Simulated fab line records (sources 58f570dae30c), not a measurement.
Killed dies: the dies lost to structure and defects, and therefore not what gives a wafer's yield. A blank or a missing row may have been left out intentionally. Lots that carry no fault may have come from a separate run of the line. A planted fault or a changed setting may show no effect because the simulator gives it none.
Which of the tools did it? :: flow berkeleyCmos170 :: 6 lots with 18 wafers sampled at 2 steps, on a route of 331 steps

WHAT THE GAUGES READ, wafer by wafer
UCB170_SILICIDE_RS_MEAS_02: measurement is done with a four-point probe.
lot: L547
measured: day 7 08:00
on: filmMetro-03
SILICIDE_TI_RS (ohm/sq): 26.6 26.7 26.5

lot: L543
measured: day 7 08:25
on: filmMetro-04
SILICIDE_TI_RS (ohm/sq): 25.5 25.4 25.6

lot: L549
measured: day 8 07:37
on: filmMetro-03
SILICIDE_TI_RS (ohm/sq): 26.5 25.9 26.2

lot: L548
measured: day 8 08:50
on: filmMetro-03
SILICIDE_TI_RS (ohm/sq): 26.2 25.9 25.9

lot: L553
measured: day 9 04:51
on: filmMetro-03
SILICIDE_TI_RS (ohm/sq): 25.6 25.4 25.8

lot: L560
measured: day 10 10:31
on: filmMetro-04
SILICIDE_TI_RS (ohm/sq): 25.8 26.1 25.8

TOOL THAT RAN EACH LOT (tool first, then ch and the chambers of the sampled wafers, then the start)
lot: L547
UCB170_SILICIDE_SPUTTER_01: pvdSputter-04, day 7 07:52

lot: L543
UCB170_SILICIDE_SPUTTER_01: pvdSputter-03, day 7 08:21

lot: L549
UCB170_SILICIDE_SPUTTER_01: pvdSputter-03, day 8 07:31

lot: L548
UCB170_SILICIDE_SPUTTER_01: pvdSputter-03, day 8 08:47

lot: L553
UCB170_SILICIDE_SPUTTER_01: pvdSputter-01, day 9 04:47

lot: L560
UCB170_SILICIDE_SPUTTER_01: pvdSputter-04, day 10 10:26
- UCB170_SILICIDE_SPUTTER_01: material Ti, target thk 30 nm, time 25 s.

THE ANSWER, worked out from the rows above alone
Rule: usual is defined by the lots themselves. The widest of any qualifying gaps counts: lots, ordered by their means at a reading, are off when they make up no more than a third of the lots, leave a main group of 4 or more, and stand apart from it by 3 or more times the standard deviation of that group's means. The tables above print the reading to a certain number of digits; a main group whose means all agree to those digits is not used. Also off: a lot with no number at a reading for which 4 or more lots have one. All remaining lots with rows at the step are treated as sound.
No lot is off on any of the readings shown, so nothing can be concluded from this.

WHAT THE SIMULATOR PUT IN
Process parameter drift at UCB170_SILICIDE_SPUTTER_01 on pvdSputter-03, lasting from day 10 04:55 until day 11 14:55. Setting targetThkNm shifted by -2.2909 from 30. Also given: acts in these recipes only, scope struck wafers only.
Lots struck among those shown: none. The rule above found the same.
